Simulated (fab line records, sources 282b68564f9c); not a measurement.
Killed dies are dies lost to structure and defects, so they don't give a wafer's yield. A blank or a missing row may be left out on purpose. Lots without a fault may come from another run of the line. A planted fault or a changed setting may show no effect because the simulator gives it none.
Tool commonality check | flow rit_cmos | 16 lots, 48 wafers sampled

WHY IT WAS OPENED
At RIT_NSD_OVL_MEAS_06 the reading NSD_OVL is flagged on 4 of 16 lots. Wafers without a fault read -1.5 nm, standard deviation 2.
Rule: a lot is flagged when every wafer of it that has a number lies more than 4 standard deviations from that mean, or none has a number. The other lots count as sound.

lot  | measured    | on         | NSD_OVL (nm), wafer by wafer | flag
L364 | day 3 00:16 | overlay-02 | 0.1 0.9 0.8                  |
L365 | day 3 03:18 | overlay-02 | -1.7 -2.1 -2.7               |
L367 | day 3 14:31 | overlay-01 | 0.2 0.3 0.0                  |
L368 | day 3 20:58 | overlay-01 | -5.5 -5.3 -5.8               |
L369 | day 4 00:25 | overlay-01 | 2.6 1.0 1.9                  |
L370 | day 4 04:01 | overlay-02 | -1.5 -1.2 -2.8               |
L371 | day 4 10:26 | overlay-01 | 8.4 8.4 7.6                  | FLAGGED
L372 | day 4 14:35 | overlay-01 | -3.0 -3.0 -2.3               |
L373 | day 4 20:42 | overlay-02 | -4.1 -2.7 -2.5               |
L374 | day 5 00:47 | overlay-02 | 8.8 9.1 9.9                  | FLAGGED
L375 | day 5 05:35 | overlay-01 | 8.7 9.4 8.9                  | FLAGGED
L376 | day 5 10:41 | overlay-01 | -3.7 -1.8 -2.0               |
L377 | day 5 15:29 | overlay-02 | 8.8 10.2 9.3                 | FLAGGED
L383 | day 6 22:13 | overlay-02 | -2.3 -1.7 -1.1               |
L384 | day 7 05:13 | overlay-02 | 0.1 -0.8 -1.5                |
L387 | day 7 23:26 | overlay-01 | -3.8 -4.9 -3.7               |
The numbers of the flagged lots are 9.0 nm on average: +10.5 nm against the usual, or +5 standard deviations.

WHICH TOOL RAN EACH LOT
The record holds 1 process step before the reading, out of a route of 202 steps. In each cell: the tool, then ch and the chambers that the sampled wafers went through, then the start.
lot  | flag    | RIT_NSD_EXPOSE_03
L364 |         | iline_stepper-01 ch 0, day 2 23:52
L365 |         | iline_stepper-02 ch 0, day 3 02:55
L367 |         | iline_stepper-01 ch 0, day 3 14:07
L368 |         | iline_stepper-02 ch 0, day 3 20:34
L369 |         | iline_stepper-01 ch 0, day 4 00:01
L370 |         | iline_stepper-01 ch 0, day 4 03:37
L371 | FLAGGED | iline_stepper-01 ch 0, day 4 10:02
L372 |         | iline_stepper-02 ch 0, day 4 14:11
L373 |         | iline_stepper-02 ch 0, day 4 20:18
L374 | FLAGGED | iline_stepper-01 ch 0, day 5 00:23
L375 | FLAGGED | iline_stepper-01 ch 0, day 5 05:08
L376 |         | iline_stepper-02 ch 0, day 5 10:14
L377 | FLAGGED | iline_stepper-01 ch 0, day 5 14:55
L383 |         | iline_stepper-02 ch 0, day 6 21:49
L384 |         | iline_stepper-02 ch 0, day 7 04:49
L387 |         | iline_stepper-02 ch 0, day 7 23:03
What these steps do:
- RIT_NSD_EXPOSE_03: exposes mask M9, target cd 40700 nm.
- RIT_NSD_OVL_MEAS_06

FLAGGED OVER TOTAL, TOOL BY TOOL (the gauges that took the reading come last)
step                | tool             | lots run | flagged | share of the flagged lots | sound lots run after its first flagged lot
RIT_NSD_EXPOSE_03   | iline_stepper-01 | 8        | 4       | all                       | 0
RIT_NSD_EXPOSE_03   | iline_stepper-02 | 8        | 0       | none                      | -
RIT_NSD_OVL_MEAS_06 | overlay-01       | 8        | 2       | some                      | 3 (L372,L376,L387)
RIT_NSD_OVL_MEAS_06 | overlay-02       | 8        | 2       | some                      | 2 (L383,L384)

WHAT THE TABLE ALLOWS
1 row of the table ran every flagged lot: iline_stepper-01 at RIT_NSD_EXPOSE_03.
- iline_stepper-01 at RIT_NSD_EXPOSE_03: 4 of its 8 lots flagged. Its last sound lot is L370 (day 4 03:37), its first flagged lot L371 (day 4 10:02): a fault that began between those two fits.
One tool is left: iline_stepper-01 at RIT_NSD_EXPOSE_03.

WHAT THE SIMULATOR HAD PUT IN
Scanner matching overlay: iline_stepper-01, from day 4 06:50 on, at RIT_NSD_EXPOSE_03. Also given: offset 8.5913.
Lots struck among those shown: L371, L374, L375, L377. The rule above found the same.
